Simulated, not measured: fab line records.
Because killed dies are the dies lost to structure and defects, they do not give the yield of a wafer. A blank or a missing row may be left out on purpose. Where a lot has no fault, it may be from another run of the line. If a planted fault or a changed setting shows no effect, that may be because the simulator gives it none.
Which tool did it? -- flow berkeley cmos170 -- 21 wafers from 7 lots sampled at 2 of the route's 331 steps

== WHAT EACH GAUGE READ, for each wafer ==
UCB170_V1_BOW_MEAS_03.
lot,measured,on,V1_BOW (um)
L761,day 8 00:07,film metro-02,13 27 19
L764,day 8 09:53,film metro-04,12 17 6
L771,day 10 22:47,film metro-01,17 29 19
L773,day 11 01:25,film metro-04,27 4 27
L776,day 11 16:49,film metro-02,18 23 10
L779,day 12 03:52,film metro-02,23 6 15
L784,day 13 11:41,film metro-02,23 13 30

== EACH LOT AND THE TOOL THAT RAN IT (in order: tool; ch and the chambers of the sampled wafers; start) ==
lot,UCB170_ACTIVE_STRIP_16
L761,"plasma asher-02 ch 0,1, day 4 09:02"
L764,"plasma asher-03 ch 1, day 4 20:05"
L771,"plasma asher-04 ch 0,1, day 7 02:07"
L773,"plasma asher-04 ch 0,1, day 7 09:01"
L776,"plasma asher-03 ch 0,1, day 7 21:28"
L779,"plasma asher-03 ch 0, day 8 06:49"
L784,"plasma asher-02 ch 0,1, day 9 17:11"
- UCB170_ACTIVE_STRIP_16: strips in O2.

== THE ANSWER, worked out from the rows above alone ==
Rule: what is usual is taken from the lots themselves. The widest of any qualifying gaps counts: lots, ordered by their means at a reading, are off when they make up no more than a third of the lots, leave a main group of 4 or more, and stand apart from it by 3 or more times the standard deviation of that group's means. A main group is skipped when, at the precision printed for the reading in the tables above, its means are all equal. A lot without any number at a reading at which 4 lots or more have one is off too. Any other lot the step has rows for is counted as sound.
Across all readings shown, no lot is off: no conclusion can be drawn from this.

== WHAT THE SIMULATOR HAD INSERTED ==
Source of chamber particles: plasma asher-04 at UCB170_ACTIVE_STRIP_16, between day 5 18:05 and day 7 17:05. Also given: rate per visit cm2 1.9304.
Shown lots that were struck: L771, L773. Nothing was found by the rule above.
